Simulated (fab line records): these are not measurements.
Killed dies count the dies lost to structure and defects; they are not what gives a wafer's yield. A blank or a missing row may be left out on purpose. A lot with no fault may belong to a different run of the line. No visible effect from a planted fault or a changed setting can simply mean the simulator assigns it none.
fab line records	flow ritCmos
record: lots: 6	wafers: 18	lastDay: 7
route steps=202 shown CONTACT@180 M1@184
lots that met no fault: taken from a fault-free run of the same line
startH: the number of hours between the record's first day and the start of the first shown wafer of the lot	waitH: hours from the lot's prior step to this one	" as in the row above	L1.1+2: one row covering several wafers at once	- either no value or no given start	* or withheld: withheld	< > ~ a bound
route shown NAME@n: names a module that has steps shown in the file, with the first one's number in the route	usual: mean/standard deviation of fault-free wafers	same: alike in all rows	chamber/n: place in a boat	sites: the reading at each site	_std_site: standard deviation of those values	_edge_site: inner sites' mean taken away from outer sites' mean	radiusMm: how far each site lies from the wafer's centre	mask NAME#n: copy n	behind: tool/chamber where the wafer was last shaped	hold: the reason the lot was held/the length of the hold in hours/how it ended	device: names the non-switching transistor (n, p or np)	end of line: tests of these same wafers at the route's end	where a step has no rows: the recipe by itself	killed: dies lost to structure and defects at the first sort, not the wafer's yield	map: a wafer's dies, x killed, . not, _ none there
set.NAME: the setting the step ran with; set.NAME@STEP: the setting that earlier step ran with	model.NAME: the simulator's own value behind a step, which no gauge read
lots at selected steps of the route; one table per step, one row per wafer
services: from which hour (startH, from the record's first day; less than 0 if before it) a tool's chamber was out of use, for how many hours, and why
== steps ==
step: RIT_CONTACT_STRIP_12
recipe: chemistry: O2	timeS: 180	resist: NOVOLAK	platenTempC: withheld	powerW: 500	pressureMtorr: 4000	o2FlowSccm: 4000
usual: drypumpMotorCurrentA: 5.5/0.52
lot.wafer	tool	chamber	startH	waitH	drypumpMotorCurrentA	rfHoursCounterH
L578.4	plasmaAsher-01	1	79.23	0.2	5.7	-
L578.5	"	1	"	"	5.7	-
L578.6	"	0	"	"	4.8	-
L579.1	plasmaAsher-02	0	82.41	0.1	5.2	45
L579.3	"	1	"	"	6.2	-
L579.5	"	1	"	"	6.2	-
L585.3	plasmaAsher-03	0	115.81	0.2	5.0	-
L585.4	"	1	"	"	6.1	-
L585.6	"	1	"	"	6.1	-
L590.1	plasmaAsher-01	1	138.26	0.1	5.7	51
L590.2	"	0	"	"	4.8	51
L590.5	"	1	"	"	5.8	-
L594.1	plasmaAsher-02	0	158.66	0.1	5.2	4
L594.5	"	0	"	"	5.2	-
L594.6	"	1	"	"	6.2	-
L596.1	plasmaAsher-02	0	167.46	0.1	5.2	5
L596.3	"	0	"	"	5.2	-
L596.5	"	1	"	"	6.2	-
step: RIT_CONTACT_CD_MEAS_90
recipe: targetCdNm: 1000
usual: cdNm: 999.8/2.4
lot.wafer	tool	chamber	startH	waitH	cdNm
L578.4	cdSem-02	-	79.41	0.1	999.6
L578.5	"	-	"	"	1001.8
L578.6	"	-	"	"	998.4
L579.1	cdSem-01	-	82.59	0.1	1000.1
L579.3	"	-	"	"	998.9
L579.5	"	-	"	"	999.4
L585.3	cdSem-02	-	115.97	0.1	997.9
L585.4	"	-	"	"	998.5
L585.6	"	-	"	"	997.2
L590.1	cdSem-02	-	138.44	0.1	1002.3
L590.2	"	-	"	"	1002.5
L590.5	"	-	"	"	1001.6
L594.1	cdSem-02	-	158.84	0.1	993.8
L594.5	"	-	"	"	996.5
L594.6	"	-	"	"	995.2
L596.1	cdSem-02	-	167.64	0.1	998.8
L596.3	"	-	"	"	1000.2
L596.5	"	-	"	"	1003.0
step: RIT_CONTACT_CLEAN_13
recipe: chemistry: SC1	mix: 3:3:50	timeS: 600	tempC: 75
step: RIT_CONTACT_CLEAN_14
recipe: chemistry: SC2	mix: 3:3:50	timeS: 600	tempC: 75	dry: n2Spin
step: RIT_M1_SPUTTER_00
recipe: material: Al	targetThkNm: 400	powerW: 2000	chamberPressurePa: 0.4	gas: Ar	timeS: 500	substrateTempC: 25
usual: throttleValvePct: 30.3/0.96
lot.wafer	tool	chamber	startH	waitH	throttleValvePct
L578.4	pvdSputter-04	-	79.84	0.0	29.5
L578.5	"	-	"	"	30.3
L578.6	"	-	"	"	29.3
L579.1	pvdSputter-03	-	83.07	0.0	30.1
L579.3	"	-	"	"	32.4
L579.5	"	-	"	"	32.4
L585.3	pvdSputter-02	-	116.40	0.0	29.4
L585.4	"	-	"	"	30.5
L585.6	"	-	"	"	29.8
L590.1	pvdSputter-04	-	138.94	0.0	30.6
L590.2	"	-	"	"	29.3
L590.5	"	-	"	"	30.5
L594.1	pvdSputter-02	-	159.31	0.0	30.1
L594.5	"	-	"	"	28.9
L594.6	"	-	"	"	29.4
L596.1	pvdSputter-03	-	168.11	0.0	31.9
L596.3	"	-	"	"	31.1
L596.5	"	-	"	"	29.3
step: RIT_M1_RS_MEAS_01
recipe: thkMeasGauge: four-point-probe	reads: Al_of_M1_SPUTTER_00
usual: M1_AL_RS: 0.0737/0.00093
lot.wafer	tool	chamber	startH	waitH	M1_AL_RS[ohm/sq]
L578.4	filmMetro-03	-	80.19	0.2	0.0746
L578.5	"	-	"	"	0.0737
L578.6	"	-	"	"	0.0733
L579.1	filmMetro-02	-	83.37	0.1	0.0751
L579.3	"	-	"	"	0.0728
L579.5	"	-	"	"	0.0733
L585.3	filmMetro-01	-	116.73	0.2	0.0746
L585.4	"	-	"	"	0.0735
L585.6	"	-	"	"	0.0740
L590.1	filmMetro-03	-	139.24	0.1	0.0740
L590.2	"	-	"	"	0.0723
L590.5	"	-	"	"	0.0745
L594.1	filmMetro-02	-	159.60	0.1	0.0743
L594.5	"	-	"	"	0.0717
L594.6	"	-	"	"	0.0738
L596.1	filmMetro-02	-	168.40	0.1	0.0728
L596.3	"	-	"	"	0.0745
L596.5	"	-	"	"	0.0745
step: RIT_M1_THK_MEAS_02
recipe: thkMeasGauge: xrf	reads: Al_of_M1_SPUTTER_00
usual: M1_AL_THK: 399/5.2
lot.wafer	tool	chamber	startH	waitH	M1_AL_THK[nm]
L578.4	filmMetro-03	-	80.28	0.1	397
L578.5	"	-	"	"	403
L578.6	"	-	"	"	404
L579.1	filmMetro-02	-	83.49	0.1	391
L579.3	"	-	"	"	404
L579.5	"	-	"	"	400
L585.3	filmMetro-01	-	116.83	0.1	397
L585.4	"	-	"	"	400
L585.6	"	-	"	"	397
L590.1	filmMetro-03	-	139.36	0.1	399
L590.2	"	-	"	"	406
L590.5	"	-	"	"	396
L594.1	filmMetro-02	-	159.72	0.1	393
L594.5	"	-	"	"	409
L594.6	"	-	"	"	399
L596.1	filmMetro-02	-	168.52	0.1	398
L596.3	"	-	"	"	391
L596.5	"	-	"	"	389
step: RIT_M1_HMDS_03
recipe: primeTimeS: 60	primeTempC: 140
step: RIT_M1_COAT_04
recipe: resist: NOVOLAK	spinRpm: 2000	resistThkNm: 1300
step: RIT_M1_SOFTBAKE_05
recipe: resist: NOVOLAK	tempC: 90	timeS: 60
step: RIT_M1_EXPOSE_06
recipe: maskId: M12	na: 0.6	sourceShape: conventional	sigmaOuter: 0.5	targetCdNm: 2600	doseMj: 246.5
step: RIT_M1_PEB_07
recipe: resist: NOVOLAK	tempC: withheld	timeS: withheld
step: RIT_M1_DEVELOP_08
recipe: resist: NOVOLAK	developTimeS: 64.68	devTempC: 23
usual: developerTempC: 22.99/0.11
same: developTimeS: 64.68
lot.wafer	tool	chamber	startH	waitH	developerTempC
L578.4	lithoTrack-04	0	81	-	22.83
L578.5	"	0	"	"	22.92
L578.6	"	0	"	"	22.90
L579.1	lithoTrack-02	0	84	-	23.02
L579.3	"	0	"	"	23.10
L579.5	"	0	"	"	22.84
L585.3	lithoTrack-04	0	117	-	23.58
L585.4	"	0	"	"	23.80
L585.6	"	0	"	"	23.78
L590.1	lithoTrack-04	0	140	-	23.57
L590.2	"	0	"	"	23.56
L590.5	"	0	"	"	23.57
L594.1	lithoTrack-01	0	160	-	23.00
L594.5	"	0	"	"	22.79
L594.6	"	0	"	"	22.84
L596.1	lithoTrack-02	0	169	-	23.09
L596.3	"	0	"	"	23.09
L596.5	"	0	"	"	23.04
step: RIT_M1_CD_MEAS_09
recipe: targetCdNm: 2600
usual: cdNm: 2600.1/2.2
lot.wafer	tool	chamber	startH	waitH	cdNm
L578.4	cdSem-01	-	81.60	-	2601.2
L578.5	"	-	"	"	2599.1
L578.6	"	-	"	"	2598.9
L579.1	cdSem-02	-	84.55	-	2601.3
L579.3	"	-	"	"	2600.7
L579.5	"	-	"	"	2598.5
L585.3	cdSem-02	-	118.05	-	2601.4
L585.4	"	-	"	"	2599.7
L585.6	"	-	"	"	2602.0
L590.1	cdSem-01	-	140.44	-	2603.6
L590.2	"	-	"	"	2600.7
L590.5	"	-	"	"	2603.8
L594.1	cdSem-01	-	160.66	-	2597.2
L594.5	"	-	"	"	2597.3
L594.6	"	-	"	"	2598.1
L596.1	cdSem-02	-	169.59	-	2598.4
L596.3	"	-	"	"	2597.3
L596.5	"	-	"	"	2599.3
step: RIT_M1_PROBE_99
usual: defectLimitedYield: 97.2/1.1	killedAtContacts: 0.1/0.36	killedAtFrontEnd: 7.2/2.9	killedDies: 7.4/2.9	killedOpen: 3.8/2	killedShort: 3.5/2	sort_bin_3_pad_short: 0.1/0.2	sort_bin_5_function: 1.7/0.83	sort_bin_6_memory: 1.0/0.61	sortNPass: 256.6/2.9	sortYieldPct: 97.2/1.1
same: grossDies: 264	killed_at_M0_to_M3: 0	killed_at_M4_up: 0	killedAtBackSide: 0	killedAtOther: 0
lot.wafer	tool	chamber	startH	waitH	defectLimitedYield[%]	killedAtContacts	killedAtFrontEnd	killedDies	killedOpen	killedShort	sort_bin_3_pad_short[%]	sort_bin_5_function[%]	sort_bin_6_memory[%]	sortNPass	sortYieldPct[%]
L578.4	prober-01	-	84.35	0.2	96.6	0	9	9	5	4	0	2.3	1.1	255.0	96.6
L578.5	prober-01	-	84.40	0.2	95.8	0	11	11	7	4	0.4	1.9	1.9	253.0	95.8
L578.6	prober-01	-	84.45	0.2	97.0	0	8	8	5	3	0	2.3	0.8	256.0	97.0
L579.1	prober-02	-	88.67	0.1	96.2	1	9	10	4	6	0.8	1.5	1.5	254.0	96.2
L579.3	prober-02	-	88.77	0.2	97.3	0	7	7	4	3	0	2.3	0.4	257.0	97.3
L579.5	prober-02	-	88.87	0.2	97.7	1	5	6	3	3	0	1.9	0.4	258.0	97.7
L585.3	prober-01	-	120.77	0.2	97.7	0	6	6	2	4	0.4	0.8	1.1	258.0	97.7
L585.4	prober-01	-	120.82	0.2	96.6	0	9	9	5	4	0	3.0	0.4	255.0	96.6
L585.6	prober-01	-	120.92	0.2	97.0	1	7	8	3	5	0.4	0.8	1.9	256.0	97.0
L590.1	prober-02	-	143.11	0.1	96.6	0	9	9	5	4	0	2.3	1.1	255.0	96.6
L590.2	prober-02	-	143.16	0.1	97.7	0	6	6	2	4	0	2.3	0	258.0	97.7
L590.5	prober-02	-	143.31	0.2	97.0	0	8	8	3	5	0	1.1	1.9	256.0	97.0
L594.1	prober-02	-	163.32	0.1	97.3	0	7	7	6	1	0	1.1	1.5	257.0	97.3
L594.5	prober-02	-	163.52	0.2	98.1	0	5	5	1	4	0.4	0.4	1.1	259.0	98.1
L594.6	prober-02	-	163.57	0.2	93.6	0	17	17	8	9	0	4.9	1.5	247.0	93.6
L596.1	prober-02	-	172.25	0.1	95.5	0	12	12	6	6	0	2.7	1.9	252.0	95.5
L596.3	prober-02	-	172.35	0.2	97.3	0	7	7	2	5	0.4	1.9	0.4	257.0	97.3
L596.5	prober-02	-	172.45	0.2	97.0	0	8	8	4	4	0.4	1.5	1.1	256.0	97.0
killed by level:class
L578.4 GATE:geometricParticle:open=2 FOX1:geometricParticle:short=1 FOX2:geometricParticle:open=1 FOX2:geometricParticle:short=1 GATE:geometricParticle:short=1 SPACER:geometricParticle:open=1 SILICIDE:geometricParticle:open=1 SILICIDE:geometricParticle:short=1
L578.5 FOX1:geometricParticle:open=3 GATE:geometricParticle:open=2 GATE:geometricParticle:short=2 FOX1:geometricParticle:short=1 FOX2:geometricParticle:open=1 FOX2:geometricParticle:short=1 SILICIDE:geometricParticle:open=1
L578.6 FOX2:geometricParticle:open=2 FOX1:geometricParticle:short=1 GATE:geometricParticle:open=1 SPACER:geometricParticle:open=1 SPACER:geometricParticle:short=1 SILICIDE:geometricParticle:short=1 SILICIDE:geometricParticle:open=1
L579.1 GATE:geometricParticle:short=2 SPACER:geometricParticle:short=2 FOX1:geometricParticle:open=1 GATE:geometricParticle:open=1 REOX:geometricParticle:short=1 SPACER:geometricParticle:open=1 SILICIDE:geometricParticle:open=1 CONTACT:geometricParticle:short=1
L579.3 GATE:geometricParticle:open=3 GATE:geometricParticle:short=1 REOX:geometricParticle:open=1 REOX:geometricParticle:short=1 SPACER:geometricParticle:short=1
L579.5 GATE:geometricParticle:open=2 FOX1:geometricParticle:open=1 REOX:geometricParticle:short=1 SPACER:geometricParticle:short=1 CONTACT:geometricParticle:short=1
L585.3 FOX1:geometricParticle:open=2 REOX:geometricParticle:short=2 FOX2:geometricParticle:short=1 GATE:geometricParticle:short=1
L585.4 GATE:geometricParticle:open=3 GATE:geometricParticle:short=2 FOX1:geometricParticle:open=1 REOX:geometricParticle:short=1 SPACER:geometricParticle:open=1 SILICIDE:geometricParticle:short=1
L585.6 FOX1:geometricParticle:short=3 FOX2:geometricParticle:open=1 GATE:geometricParticle:open=1 GATE:geometricParticle:short=1 REOX:geometricParticle:open=1 CONTACT:geometricParticle:short=1
L590.1 GATE:geometricParticle:open=3 GATE:geometricParticle:short=2 REOX:geometricParticle:short=2 REOX:geometricParticle:open=1 SILICIDE:geometricParticle:open=1
L590.2 SILICIDE:geometricParticle:short=2 FOX1:geometricParticle:open=1 FOX2:geometricParticle:short=1 REOX:geometricParticle:short=1 REOX:geometricParticle:open=1
L590.5 GATE:geometricParticle:short=2 SPACER:geometricParticle:open=2 SPACER:geometricParticle:short=2 FOX2:geometricParticle:short=1 GATE:geometricParticle:open=1
L594.1 GATE:geometricParticle:open=4 SPACER:geometricParticle:open=2 GATE:geometricParticle:short=1
L594.5 FOX1:geometricParticle:short=2 FOX1:geometricParticle:open=1 GATE:geometricParticle:short=1 SILICIDE:geometricParticle:short=1
L594.6 FOX1:geometricParticle:short=3 GATE:geometricParticle:short=3 GATE:geometricParticle:open=3 FOX1:geometricParticle:open=2 SILICIDE:geometricParticle:open=2 ACTIVE:geometricParticle:short=1 FOX2:geometricParticle:open=1 REOX:geometricParticle:short=1
L596.1 FOX1:geometricParticle:open=4 FOX1:geometricParticle:short=2 GATE:geometricParticle:short=2 FOX2:geometricParticle:short=1 GATE:geometricParticle:open=1 SILICIDE:geometricParticle:short=1 SILICIDE:geometricParticle:open=1
L596.3 FOX1:geometricParticle:short=2 REOX:geometricParticle:short=2 FOX1:geometricParticle:open=1 GATE:geometricParticle:short=1 GATE:geometricParticle:open=1
L596.5 GATE:geometricParticle:open=2 GATE:geometricParticle:short=2 SILICIDE:geometricParticle:short=2 FOX2:geometricParticle:open=1 SILICIDE:geometricParticle:open=1
== services ==
tool	chamber	startH	hours	kind
plasmaAsher-03	-	62.75	3.1	repair
plasmaAsher-03	-	66.82	15.6	pm
plasmaAsher-02	-	107.56	3.9	repair
plasmaAsher-02	-	111.42	9.0	pm
plasmaAsher-02	0	111.42	9.0	ventCycle
plasmaAsher-02	1	111.42	9.0	ventCycle
plasmaAsher-02	0	120.42	-	clean
plasmaAsher-02	1	120.42	-	clean
pvdSputter-03	-	120.84	3.1	repair
pvdSputter-03	-	160.78	2.8	repair
== key ==
firstSign: step: RIT_M1_DEVELOP_08	reading: developerTempC	direction: up	sigmas: 6.1	usual: *	struck: *
effect none on later readings
metAt RIT_M1_DEVELOP_08
struckWafers L585.3,L585.4,L585.6,L590.1,L590.2,L590.5
loopTrim: step: RIT_M1_EXPOSE_06	setting: dose	lots: L590
onsetBetween 81 117
fault: kind: processParameterDrift	tool: lithoTrack-04	chamber: -	onsetH: 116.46	steps: RIT_M1_DEVELOP_08	channel: devTempC	offset: *	shape: step	endH: 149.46	actsIn: *	stated: *
loopTrim: a control loop set the setting to another value than it would have without faults
